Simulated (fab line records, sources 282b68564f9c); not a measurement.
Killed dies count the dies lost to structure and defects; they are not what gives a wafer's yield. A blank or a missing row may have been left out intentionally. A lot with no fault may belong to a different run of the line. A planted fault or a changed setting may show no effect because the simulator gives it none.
A struck lot beside a sound one / flow rit_cmos / 16 steps out of a route of 202
Sound: wafers L952.1, L952.2, L952.6. Wafers L950.3, L950.4, L950.5 were the ones struck. The cause is given at the end.
Each step with rows lists, per side, the tool, then ch with its chambers, then its first start. Under that, the readings that differ: sound wafers / struck wafers / difference of the means / sigmas: that difference in standard deviations of wafers without a fault.
alike: words and numbers the same on both sides, and readings whose means are apart by under 2 such deviations; not compared: readings that were withheld, readings missing a value for some wafer, numbers with overlapping values and no deviation given by the record, and bounds like >300 which may hide the same value.
Wherever a step has rows on one side only, a row that says differs or no value, or a row with sigmas, the two part there. Non-overlapping numbers with no deviation appear without sigmas and do not part them. A reading that every wafer of one side lacks parts them only if that side has two wafers or more.

RIT_ACTIVE_BOW_MEAS_00:
  sound on film_metro-04 at day 5 04:00; struck on film_metro-01 at day 4 18:02
  alike: INCOMING_BOW
then, 1 step without rows for these wafers: RIT_ACTIVE_OXIDATION_01 (target thk 46.8 nm, ox time 3360 s).
RIT_ACTIVE_THK_MEAS_02:
  sound on film_metro-01 at day 5 06:53; struck on film_metro-04 at day 4 20:04
  alike: ACTIVE_OXIDE_THK
then, 1 step without rows for these wafers: RIT_ACTIVE_CVD_03 (deposits Si3N4 from SiH2Cl2/NH3, target thk 150 nm, time 1500 s).
RIT_ACTIVE_THK_MEAS_04:
  sound on film_metro-01 at day 5 08:22; struck on film_metro-04 at day 4 21:33
  alike: ACTIVE_NITRIDE_THK
then, 3 steps without rows for these wafers: RIT_ACTIVE_HMDS_05 (prime time 60 s); RIT_ACTIVE_COAT_06 (resist thk 1000 nm); RIT_ACTIVE_SOFTBAKE_07 (time 60 s).
RIT_ACTIVE_EXPOSE_08: exposes mask M1, target cd 1400 nm.
  sound on iline_stepper-01 ch 0, day 5 09:00; struck on iline_stepper-02 ch 0, day 4 22:13
reading=exposure_dose_mJ_cm2; sound=224.76 225.07 224.86; struck=191.93 191.73 192.18; difference=-32.95; sigmas=-99 or more
  alike: mask, reticle_temp_C
then, 2 steps without rows for these wafers: RIT_ACTIVE_PEB_09; RIT_ACTIVE_DEVELOP_10 (develop time 50 s).
RIT_ACTIVE_CD_MEAS_11: the cd target is 1400 nm.
  sound on cd_sem-01 at day 5 09:24; struck on cd_sem-01 at day 4 22:37
reading=cd_nm (nm); sound=1398.3 1400.7 1398.3; struck=1446.3 1446.9 1446.7; difference=+47.5; sigmas=+26
then, 1 step without rows for these wafers: RIT_ACTIVE_HARDBAKE_12 (time 60 s).
RIT_ACTIVE_ETCH_13: etches Si3N4 in SF6, stops on SiO2, time 210 s, target depth 210 nm.
  sound on rie_diel-01 ch 0,1, day 5 09:47; struck on rie_diel-03 ch 0,1,3, day 4 22:51
  alike: drypump_motor_current_A, oes_product_au, throttle_valve_pct
  not compared: rf_hours_counter_h, model.ACTIVE.cd_nm
RIT_ACTIVE_STRIP_14: strips in O2, time 180 s.
  sound on plasma_asher-03 ch 0,1, day 5 09:55; struck on plasma_asher-01 ch 0,1, day 4 23:02
  alike: drypump_motor_current_A
  not compared: rf_hours_counter_h
-- the record jumps here: 2 days lie between the struck wafers' starts before and after (it left off in module ACTIVE and takes up again in module M1, whose first step shown is number 202 of the route) --
RIT_M1_PROBE_99:
  sound on prober-01 at day 7 14:58; struck on prober-01 at day 7 05:16
reading=killed_at_M0_to_M3; sound=1 0 0; struck=0 0 0; difference=+0; sigmas=-2
reading=model.etest.pldd.width_nm (nm); sound=3199 3182 3191; struck=3222 3205 3216; difference=+24; sigmas=
reading=model.etest.nldd.width_nm (nm); sound=3182 3185 3162; struck=3231 3211 3217; difference=+43; sigmas=
reading=model.etest.field_p.vt_v (V); sound=-12.46 -12.51 -12.38; struck=-13.71 -13.66 -13.8; difference=-1.27; sigmas=
  alike: killed_at_contacts, killed_at_front_end, killed_dies, killed_on_rim, killed_open, killed_short
  not compared: model.etest.pplus_sal.width_nm, model.etest.nplus_sal.width_nm, model.etest.nmos_narrow.drive_ua_um, model.etest.pmos_narrow.drive_ua_um, model.etest.pplus_sal.line_ohm_um

## WHERE THEY PART
First at RIT_ACTIVE_EXPOSE_08; last, within this record, at RIT_M1_PROBE_99.

WHY: the cause the simulator had injected
Drift in process parameters on iline_stepper-02 at RIT_ACTIVE_EXPOSE_08, starting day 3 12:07. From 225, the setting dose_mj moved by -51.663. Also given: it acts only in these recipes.
